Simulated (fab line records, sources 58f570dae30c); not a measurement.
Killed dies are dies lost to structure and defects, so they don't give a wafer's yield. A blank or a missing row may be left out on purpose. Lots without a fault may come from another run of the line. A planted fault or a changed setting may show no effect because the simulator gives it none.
One fault seen from 2 desks | flow berkeley_cmos170 | each desk has only its own numbers; what lay behind them comes last

THE TOOL OWNER'S DESK: furnace-02
The tool's own readings at UCB170_SCREENOX_OXIDATION_01 (target thk 14.4 nm, ox time 2400 s): means of the sampled wafers that have a number, for each lot that ran on this tool. A lot is out of limits, marked OUT, if its mean lies more than 4 standard deviations from the usual mean; the brackets give that distance.
Columns: A = spike_tc_centre_C at UCB170_SCREENOX_OXIDATION_01, usual 902.4 C; B = spike_tc_load_C at UCB170_SCREENOX_OXIDATION_01, usual 924 C; C = spike_tc_source_C at UCB170_SCREENOX_OXIDATION_01, usual 925 C; D = tube_center_temp_C at UCB170_SCREENOX_OXIDATION_01, usual 900.01 C; E = tube_center_temp_C_max at UCB170_SCREENOX_OXIDATION_01, usual 902.3; F = zone_power_load_pct at UCB170_SCREENOX_OXIDATION_01, usual 28 %
lot  | first seen here | A               | B             | C             | D                        | E                       | F
L904 | day 5 20:05     | 901.6           | 928           | 917           | 900.01                   | 902.0                   | 31
L914 | day 8 17:35     | 798.6 (-86) OUT | 822 (-29) OUT | 812 (-16) OUT | 796.38 (-99 or more) OUT | 798.8 (-99 or more) OUT | 24
L915 | day 8 17:35     | 798.2 (-87) OUT | 823 (-29) OUT | 812 (-16) OUT | 796.38 (-99 or more) OUT | 798.6 (-99 or more) OUT | 24
This desk's finding: out of limits on L914, L915; first on L914, day 8 17:35 (spike_tc_centre_C at UCB170_SCREENOX_OXIDATION_01). In limits: L904.

THE METROLOGY DESK
What the gauges read, lot by lot, whatever tool the lot ran on: means of the sampled wafers that have a number. A lot is out of limits, marked OUT, if its mean lies more than 4 standard deviations from the usual mean; the brackets give that distance.
Columns: A = SCREENOX_OXIDE_THK at UCB170_SCREENOX_THK_MEAS_02, usual 14.26 nm
lot  | first seen here | A
L904 | day 5 21:44     | 14.56
L906 | day 6 05:29     | 14.28
L905 | day 6 05:29     | 14.52
L908 | day 7 05:21     | 14.49
L914 | day 8 19:14     | 3.67 (-39) OUT
L915 | day 8 19:14     | 3.96 (-38) OUT
L921 | day 10 06:15    | 14.40
L922 | day 10 06:16    | 14.63
L924 | day 10 23:46    | 14.45
L925 | day 10 23:47    | 14.29
L927 | day 11 15:26    | 13.80
L926 | day 11 15:27    | 13.97
This desk's finding: out of limits on L914, L915; first on L914, day 8 19:14 (SCREENOX_OXIDE_THK at UCB170_SCREENOX_THK_MEAS_02). In limits: L904, L906, L905, L908, L921, L922, L924, L925, L927, L926.

PUT TOGETHER
The tool owner's desk could have raised an alarm at day 8 17:35, on L914, L915.
The metrology desk could have raised an alarm at day 8 19:14, on L914, L915.
Of the lots named, all ran UCB170_SCREENOX_OXIDATION_01 on furnace-02.

WHAT THE SIMULATOR HAD PUT IN
Process parameter drift: furnace-02, from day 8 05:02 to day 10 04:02, at UCB170_SCREENOX_OXIDATION_01. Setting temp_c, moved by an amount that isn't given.
Lots struck among those shown: L914, L915.
Hours from the fault's start to each desk's first reading out of limits: the tool owner's desk, 13; the metrology desk, 14.
